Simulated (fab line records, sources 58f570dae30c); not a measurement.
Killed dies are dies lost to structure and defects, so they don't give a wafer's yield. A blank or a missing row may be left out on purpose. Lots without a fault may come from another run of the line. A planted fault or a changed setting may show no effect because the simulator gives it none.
Which tool did it? | flow berkeley_cmos170 | 6 lots, 18 wafers sampled, at 2 steps of a route of 331

WHAT THE GAUGES READ, wafer by wafer
UCB170_V1_OVL_MEAS_13.
lot  | measured     | on         | V1_OVL (nm)
L323 | day 8 08:53  | overlay-02 | -1 1 7
L325 | day 8 19:14  | overlay-01 | 3 3 -4
L328 | day 9 08:58  | overlay-02 | 0 11 5
L332 | day 10 23:01 | overlay-01 | -6 -9 -6
L341 | day 11 19:46 | overlay-01 | 8 5 2
L344 | day 12 19:46 | overlay-01 | -10 0 -1

WHICH TOOL RAN EACH LOT (tool, then ch and the chambers of the sampled wafers, then the start)
lot  | UCB170_V1_CMP_02
L323 | cmp-02 ch 0,1,2, day 8 06:06
L325 | cmp-02 ch 2,3, day 8 13:40
L328 | cmp-02 ch 0,1, day 9 07:20
L332 | cmp-02 ch 0,1,2, day 10 20:37
L341 | cmp-02 ch 1,2,3, day 11 18:01
L344 | cmp-01 ch 0,1, day 12 18:08
- UCB170_V1_CMP_02: polishes SiO2.

THE ANSWER, worked out from the rows above alone
Rule: what is usual is taken from the lots themselves. Put in order of their means at a reading, lots are off if they are a third of the lots or fewer, leave a main group of 4 or more, and stand apart from it by a gap of 3 or more times the standard deviation of the main group's means; of several such gaps the widest counts. A main group whose means are all the same, to the digits that the tables above print for the reading, isn't used. A lot without any number at a reading at which 4 lots or more have one is off too. The other lots that the step has rows for count as sound.
No lot is off at any reading shown: from this, nothing can be told.

WHAT THE SIMULATOR HAD PUT IN
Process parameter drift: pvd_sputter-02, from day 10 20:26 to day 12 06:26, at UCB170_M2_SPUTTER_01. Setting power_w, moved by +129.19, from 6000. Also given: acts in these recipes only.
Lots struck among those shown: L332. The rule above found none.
